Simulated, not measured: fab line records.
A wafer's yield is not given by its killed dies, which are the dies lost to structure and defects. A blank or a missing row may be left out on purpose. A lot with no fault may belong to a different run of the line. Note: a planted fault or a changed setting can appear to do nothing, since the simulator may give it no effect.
Which tool did it? + flow rit-cmos + 39 wafers from 13 lots sampled at 4 of the route's 202 steps

## WHAT THE GAUGES READ, wafer by wafer
RIT_WELLDRIVE_RS_MEAS_02: measures by four-point-probe.
| lot  | measured    | on            | PWELL_RS (ohm/sq) |
|------|-------------|---------------|-------------------|
| L781 | day 2 10:28 | film-metro-04 | 431.3 430.0 430.0 |
| L782 | day 2 17:33 | film-metro-04 | 429.3 427.4 428.3 |
| L783 | day 2 23:59 | film-metro-01 | 431.6 432.0 430.1 |
| L785 | day 3 11:50 | film-metro-01 | 430.1 431.4 430.8 |
| L786 | day 3 14:16 | film-metro-04 | 431.4 430.2 430.6 |
| L787 | day 3 18:46 | film-metro-01 | 430.6 428.5 431.6 |
| L788 | day 3 23:05 | film-metro-01 | 428.5 428.2 429.2 |
| L791 | day 4 13:06 | film-metro-04 | 429.1 430.3 429.2 |
| L792 | day 4 17:44 | film-metro-01 | 428.9 430.1 431.8 |
| L793 | day 4 22:07 | film-metro-01 | 429.1 431.1 431.1 |
| L800 | day 6 11:43 | film-metro-01 | 429.9 432.3 430.2 |
| L801 | day 6 13:53 | film-metro-04 | 429.5 430.1 428.8 |
| L803 | day 7 01:41 | film-metro-02 | 425.7 426.1 428.3 |

RIT_M1_RS_MEAS_01: measures by four-point-probe.
| lot  | measured    | on            | M1_AL_RS (ohm/sq)    |
|------|-------------|---------------|----------------------|
| L781 | day 3 18:04 | film-metro-02 | 0.0728 0.0737 0.0739 |
| L782 | day 3 22:07 | film-metro-03 | 0.0728 0.0737 0.0733 |
| L783 | day 4 03:16 | film-metro-02 | 0.0750 0.0740 0.0745 |
| L785 | day 4 12:31 | film-metro-03 | 0.0742 0.0728 0.0731 |
| L786 | day 4 16:41 | film-metro-03 | 0.0742 0.0732 0.0741 |
| L787 | day 4 21:50 | film-metro-02 | 0.0728 0.0725 0.0736 |
| L788 | day 5 02:06 | film-metro-02 | 0.0742 0.0751 0.0738 |
| L791 | day 5 16:19 | film-metro-03 | 0.0745 0.0730 0.0734 |
| L792 | day 5 19:09 | film-metro-03 | 0.0735 0.0732 0.0746 |
| L793 | day 6 01:32 | film-metro-01 | 0.0745 0.0745        |
| L800 | day 7 14:32 | film-metro-01 | 0.0723 0.0744 0.0744 |
| L801 | day 7 16:53 | film-metro-03 | 0.0752 0.0741 0.0748 |
| L803 | day 8 07:38 | film-metro-01 | 0.0732 0.0736 0.0731 |

## TOOL THAT RAN EACH LOT (tool first, then ch and the chambers of the sampled wafers, then the start)
| lot  | RIT_SILICIDE_RTA_06             | RIT_CONTACT_ETCH_11               |
|------|---------------------------------|-----------------------------------|
| L781 | rtp-anneal-01 ch 0, day 3 15:03 | rie-diel-02 ch 1,2,3, day 3 16:56 |
| L782 | rtp-anneal-02 ch 0, day 3 19:26 | rie-diel-02 ch 0,1,3, day 3 20:58 |
| L783 | rtp-anneal-01 ch 0, day 4 00:31 | rie-diel-04 ch 2,3, day 4 02:06   |
| L785 | rtp-anneal-01 ch 0, day 4 09:50 | rie-diel-02 ch 0,1,3, day 4 11:22 |
| L786 | rtp-anneal-02 ch 0, day 4 13:57 | rie-diel-02 ch 1,3, day 4 15:31   |
| L787 | rtp-anneal-01 ch 0, day 4 19:14 | rie-diel-03 ch 1,2, day 4 20:40   |
| L788 | rtp-anneal-02 ch 0, day 4 23:12 | rie-diel-04 ch 0,3, day 5 00:58   |
| L791 | rtp-anneal-01 ch 0, day 5 13:37 | rie-diel-02 ch 0,2, day 5 15:11   |
| L792 | rtp-anneal-02 ch 0, day 5 16:13 | rie-diel-04 ch 0,3, day 5 17:47   |
| L793 | rtp-anneal-01 ch 0, day 5 22:50 | rie-diel-04 ch 0,1,2, day 6 00:23 |
| L800 | rtp-anneal-02 ch 0, day 7 11:56 | rie-diel-02 ch 0,1,3, day 7 13:22 |
| L801 | rtp-anneal-01 ch 0, day 7 14:09 | rie-diel-03 ch 0,1,3, day 7 15:44 |
| L803 | rtp-anneal-01 ch 0, day 8 04:38 | rie-diel-02 ch 0,2,3, day 8 06:20 |
- RIT_SILICIDE_RTA_06: time 10 s, ramp up 5 s, ramp down 10 s.
- RIT_CONTACT_ETCH_11: etches SiO2 in CHF3/CF4/Ar, stops on TiSi2, target depth 480 nm, time 320 s.

## AS READ BY THE TOOLS THEMSELVES (means over the sampled wafers that have a number; for cases with no such wafer, the mark the record gives instead)
RIT_SILICIDE_RTA_06.
| lot  | tool          | wafer_temp_C_max |
|------|---------------|------------------|
| L781 | rtp-anneal-01 | 753.7            |
| L782 | rtp-anneal-02 | 752.0            |
| L783 | rtp-anneal-01 | 753.0            |
| L785 | rtp-anneal-01 | 753.7            |
| L786 | rtp-anneal-02 | 753.2            |
| L787 | rtp-anneal-01 | 753.5            |
| L788 | rtp-anneal-02 | 752.6            |
| L791 | rtp-anneal-01 | 752.8            |
| L792 | rtp-anneal-02 | 751.9            |
| L793 | rtp-anneal-01 | 753.1            |
| L800 | rtp-anneal-02 | 752.3            |
| L801 | rtp-anneal-01 | 753.5            |
| L803 | rtp-anneal-01 | 754.2            |

RIT_CONTACT_ETCH_11.
| lot  | tool        | drypump-motor-current-A (A) | mfc-ar-sccm (sccm) | oes-product-au (a.u.) | rf-fwd-power-W (W) | throttle-valve-pct (%) |
|------|-------------|-----------------------------|--------------------|-----------------------|--------------------|------------------------|
| L781 | rie-diel-02 | 6.2                         | 100.1              | 1.006                 | 198.9              | 8.84                   |
| L782 | rie-diel-02 | 5.7                         | 99.9               | 0.997                 | 200.1              | 8.83                   |
| L783 | rie-diel-04 | 5.6                         | 100.1              | 0.971                 | 199.4              | 8.66                   |
| L785 | rie-diel-02 | 5.7                         | 100.1              | 0.990                 | 199.6              | 8.83                   |
| L786 | rie-diel-02 | 6.0                         | 100.4              | 0.997                 | 199.5              | 8.83                   |
| L787 | rie-diel-03 | 5.0                         | 100.2              | 0.979                 | 199.7              | 8.81                   |
| L788 | rie-diel-04 | 5.5                         | 99.8               | 0.985                 | 199.7              | 8.85                   |
| L791 | rie-diel-02 | 5.9                         | 99.7               | 1.007                 | 199.6              | 8.81                   |
| L792 | rie-diel-04 | 5.5                         | 100.3              | 0.989                 | 199.4              | 8.87                   |
| L793 | rie-diel-04 | 5.6                         | 100.1              | 0.976                 | 172.5              | 8.87                   |
| L800 | rie-diel-02 | 5.8                         | 100.0              | 0.991                 | 199.8              | 8.83                   |
| L801 | rie-diel-03 | 5.6                         | 100.1              | 0.998                 | 199.4              | 8.78                   |
| L803 | rie-diel-02 | 6.0                         | 99.8               | 0.998                 | 200.1              | 8.83                   |

## THE ANSWER, worked out from the rows above alone
Rule: what is usual is taken from the lots themselves. The widest of any qualifying gaps counts: lots, ordered by their means at a reading, are off when they make up no more than a third of the lots, leave a main group of 4 or more, and stand apart from it by 3 or more times the standard deviation of that group's means. A main group whose means are all the same, to the digits that the tables above print for the reading, isn't used. A lot without any number at a reading at which 4 lots or more have one is off too. All remaining lots with rows at the step are treated as sound. The gauges are gone through in route order, then the tools' own readings, and for those a lot's mean is taken as printed above. The first step at which some lot is off is used, and at that step the reading that is off furthest; a lot without a number counts as furthest.
Off, at RIT_CONTACT_ETCH_11 on rf-fwd-power-W: L793. The main group: mean 199.6 W, standard deviation 0.31.
A tool fits if, at that step or a process step before it, it ran every lot that is off, and no sound lot after the first of them. One fits: RIT_CONTACT_ETCH_11 on rie-diel-04. Its last sound lot is L792 (day 5 17:47), its first lot that is off L793 (day 6 00:23): a fault that began between those two fits.
The tool's own readings at RIT_CONTACT_ETCH_11 bear it out: on the lots that are off they differ by more than 5 times the standard deviation of the sound lots' means. rf-fwd-power-W reads 172.5 W there against 199.6 W on the sound lots.

## WHAT HAD BEEN PUT IN BY THE SIMULATOR
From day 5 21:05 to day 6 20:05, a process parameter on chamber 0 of rie-diel-04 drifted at RIT_CONTACT_ETCH_11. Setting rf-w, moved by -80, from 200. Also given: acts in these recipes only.
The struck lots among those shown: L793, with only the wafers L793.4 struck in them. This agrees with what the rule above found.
